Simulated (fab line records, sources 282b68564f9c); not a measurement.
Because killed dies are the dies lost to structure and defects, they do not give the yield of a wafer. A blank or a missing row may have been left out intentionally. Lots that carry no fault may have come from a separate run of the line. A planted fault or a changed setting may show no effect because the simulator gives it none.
A lot that was struck, set against a sound lot || flow rit_cmos || 19 out of 202 route steps
Sound: these wafers, L232.4, L232.5, L232.6. Wafers struck: L223.1, L223.3, L223.5. The cause is named last.
For every step that has rows: the tool of each side, followed by ch and its chambers, followed by its first start. Under that, the readings that differ: sound wafers || struck wafers || difference of the means || sigmas: that difference in standard deviations of wafers without a fault.
alike: a reading whose means differ by less than 2 such deviations, as well as words and numbers matching on both sides. not compared: withheld readings; readings where some wafer has no value; bounds like >300 that might hide an equal value; numbers whose values overlap and for which the record gives no deviation.
Wherever a step has rows on one side only, a row that says differs or no value, or a row with sigmas, the two part there. Non-overlapping numbers with no deviation appear without sigmas and do not part them. A reading missing from all wafers of one side parts the sides only when that side holds two or more wafers.

first, 1 step without rows for these wafers: RIT_GATE_CLEAN_04 (cleans in dHF, time 60 s).
RIT_FOX2_THK_MEAS_91:
  sound: film_metro-04 at day 6 06:36; struck: film_metro-04 at day 4 12:03
  alike: FIELD_OXIDE_LEFT_2_THK
then, 2 steps without rows for these wafers: RIT_GATE_OXIDATION_05 (target thk 3 nm, ox time 270 s); RIT_GATE_ANNEAL_06 (time 600 s).
RIT_GATE_THK_MEAS_07:
  sound: film_metro-02 at day 6 11:02; struck: film_metro-02 at day 4 15:34
  alike: GATE_OXIDE_THK
then, 1 step without rows for these wafers: RIT_GATE_CVD_08 (deposits poly-Si from SiH4, target thk 250 nm, time 2220 s).
RIT_GATE_THK_MEAS_09:
  sound: film_metro-01 at day 6 12:43; struck: film_metro-02 at day 4 17:14
  alike: GATE_POLY_THK
then, 5 steps without rows for these wafers: RIT_GATE_HMDS_10 (prime time 60 s); RIT_GATE_COAT_11 (resist thk 850 nm); RIT_GATE_SOFTBAKE_12 (time 60 s); RIT_GATE_EXPOSE_13 (exposes mask M6, target cd 150 nm); RIT_GATE_PEB_14.
RIT_GATE_DEVELOP_15: develop time 50 s.
  sound on litho_track-01 ch 0, day 6 13:00; struck on litho_track-03 ch 0, day 4 18:00
{"reading": "developer_temp_C (C)", "sound": "23.12 23.07 22.94", "struck": "20.68 20.71 20.57", "difference": -2.39, "sigmas": -25}
RIT_GATE_CD_MEAS_16: target cd 150 nm.
  sound: cd_sem-01 at day 6 13:54; struck: cd_sem-01 at day 4 18:17
{"reading": "cd_nm (nm)", "sound": "148.8 148.5 149.1", "struck": "137.7 137.2 136.6", "difference": -11.6, "sigmas": -5}
RIT_GATE_OVL_MEAS_17:
  sound: overlay-02 at day 6 13:59; struck: overlay-02 at day 4 18:24
  alike: GATE_OVL
then, 1 step without rows for these wafers: RIT_GATE_HARDBAKE_18 (time 60 s).
RIT_GATE_ETCH_19: etches poly-Si in SF6/CHF3/O2, stops on SiO2, time 165 s, target depth 312.5 nm.
  sound on rie_si-01 ch 1,2, day 6 14:09; struck on rie_si-02 ch 1,2, day 4 18:35
{"reading": "model.GATE.cd_nm (nm)", "sound": "149.2 148.7 149", "struck": "137.5 136.7 136.7", "difference": -12.0, "sigmas": ""}
  alike: chamber_pressure_mTorr, drypump_motor_current_A, oes_product_au, rf_fwd_power_W, throttle_valve_pct
  not compared: rf_hours_counter_h
RIT_GATE_STRIP_20: strips in O2, time 180 s.
  sound on plasma_asher-01 ch 0,1, day 6 14:19; struck on plasma_asher-01 ch 0,1, day 4 18:41
  alike: chamber_pressure_mTorr, drypump_motor_current_A
  not compared: rf_hours_counter_h
RIT_M1_PROBE_99:
  sound: prober-02 at day 7 11:20; struck: prober-01 at day 5 17:52
{"reading": "model.etest.pmos_0p3.r_on_ohm_um", "sound": "6151 6185 6266", "struck": "6121 6110 5959", "difference": -137, "sigmas": ""}
{"reading": "model.etest.pmos_turned.r_on_ohm_um", "sound": "3320 3335 3317", "struck": "3260 3233 3149", "difference": -110, "sigmas": ""}
{"reading": "model.etest.pmos_0p15.r_on_ohm_um", "sound": "2660 2709 2680", "struck": "2516 2466 2432", "difference": -212, "sigmas": ""}
{"reading": "model.etest.nmos_0p3.r_on_ohm_um", "sound": "2100 2120 2136", "struck": "2086 2064 2077", "difference": -43, "sigmas": ""}
{"reading": "model.etest.nmos_0p15.r_on_ohm_um", "sound": "1088 1103 1089", "struck": "1046 1022 1022", "difference": -63, "sigmas": ""}
{"reading": "model.etest.nmos_0p15.drive_ua_um", "sound": "481.8 486.6 475.9", "struck": "521.1 525.9 538.4", "difference": "+47.0", "sigmas": ""}
{"reading": "model.etest.pmos_0p15.drive_ua_um", "sound": "264.2 263.4 260.1", "struck": "282.6 286.9 294", "difference": "+25.3", "sigmas": ""}
  alike: killed_at_front_end, killed_dies, killed_open, killed_short
  not compared: model.etest.nmos_turned.drive_ua_um

## WHERE THEY PART
At RIT_GATE_DEVELOP_15 first; at RIT_GATE_CD_MEAS_16 last (within this record only). Later steps at which nothing parts them and some readings are alike: RIT_GATE_OVL_MEAS_17, RIT_GATE_ETCH_19, RIT_GATE_STRIP_20, RIT_M1_PROBE_99.

WHY: what the simulator had put in
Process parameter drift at RIT_GATE_DEVELOP_15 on litho_track-03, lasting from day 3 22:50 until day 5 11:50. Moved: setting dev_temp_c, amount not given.
